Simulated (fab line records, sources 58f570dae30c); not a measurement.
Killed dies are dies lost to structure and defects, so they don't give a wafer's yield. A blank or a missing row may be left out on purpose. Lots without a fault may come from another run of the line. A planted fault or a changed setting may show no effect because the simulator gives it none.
Problem report in the 8D (eight disciplines) form, filled by code | flow berkeley_cmos170 | the parts of the form that need people (team, actions taken, sign-off) are left out

1. THE PROBLEM
PVT_TW at UCB170_PVT_TW_MEAS_09 reads a mean of 420 on 9 wafers of 3 lots; wafers without a fault read 504 with a standard deviation of 3.9. That is -21 standard deviations from the usual mean.
First seen on wafer L238.1, day 7 23:20, on film_metro-01. The record holds 45 wafers of 15 lots with a number at this step. Rule for "out", or "out of limits": more than 4 standard deviations from the usual mean. The other wafers with a number count as sound.

2. WHAT IT IS AND WHAT IT IS NOT
question                    | is                           | is not
which readings at this step | PVT_TW                       | -
which lots                  | L238, L239, L241             | L231, L232, L233, L234, L246, L247, L248, L249, L251, L252, L253, L254
which wafers of those lots  | all that have a number       | -
read on which gauges        | film_metro-01, film_metro-03 | film_metro-04
when                        | from day 7 23:20             | up to then (12 sound wafers); but 24 sound wafers of L246, L247, L248, L249, L251, L252, L253, L254 came after

3. SUSPECTS, AND WHAT RULES EACH OUT
Counting: a tool at a process step up to the reading stays a suspect if it ran every lot that is out and no sound lot after the first of them.
- the gauge at UCB170_PVT_TW_MEAS_09: ruled out. The wafers that are out were read on 2 gauges (film_metro-01, film_metro-03).
- implanter-03 at UCB170_PVT_IMPLANT_07: kept. It ran every lot that is out, first L238 (day 7 23:05), and no sound lot after that; its last sound lot up to then is L233 (day 6 20:41). Its own readings are out on those wafers: dose_ions_cm2, faraday_current_uA.
Left after counting: implanter-03 at UCB170_PVT_IMPLANT_07.

4. THE CAUSE (what the simulator had put in)
Process parameter drift: implanter-03, from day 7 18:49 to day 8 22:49, at UCB170_PVT_IMPLANT_07. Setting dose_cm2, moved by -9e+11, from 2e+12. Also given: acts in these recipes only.
Counting left only this tool.

5. THE CHAIN OF EFFECTS, in route order
Each row: a reading whose mean over the struck wafers that have a number lies more than 3 standard deviations from the usual. Only readings for which the record gives a usual standard deviation are gone through. hours: the time from each lot's start at the first step in this table that gives one to its start at this step, as a median over the lots. sigmas: the change in usual standard deviations.
hours | step                  | reading            | usual      | on struck wafers | change      | sigmas
0     | UCB170_PVT_IMPLANT_07 | dose_ions_cm2      | 1.9999e+12 | 1.0980e+12       | -9.0189e+11 | -99 or more
0     | UCB170_PVT_IMPLANT_07 | faraday_current_uA | 6.35       | 3.52             | -2.83       | -24
0     | UCB170_PVT_TW_MEAS_09 | PVT_TW             | 504        | 420              | -84         | -21
The process steps in it:
- UCB170_PVT_IMPLANT_07
Later measuring or inspecting steps at which every struck wafer that the step has a row for has a number for every such reading, and none has moved that far: UCB170_GATE_THK_MEAS_02.

6. WHAT WOULD HAVE CAUGHT IT SOONER
In this record the first reading out of limits at a measuring or inspecting step was taken at day 7 23:20, 5 hours after the fault began at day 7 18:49.
The tool's own readings at UCB170_PVT_IMPLANT_07 were out on every struck wafer that the step has a row for (dose_ions_cm2, faraday_current_uA): an alarm limit on them would have fired on the first of those.
Of the lots that are out (3), L241, L239 began UCB170_PVT_IMPLANT_07 on implanter-03 after day 7 23:20. A hold on the tool at that time would have spared those 2.
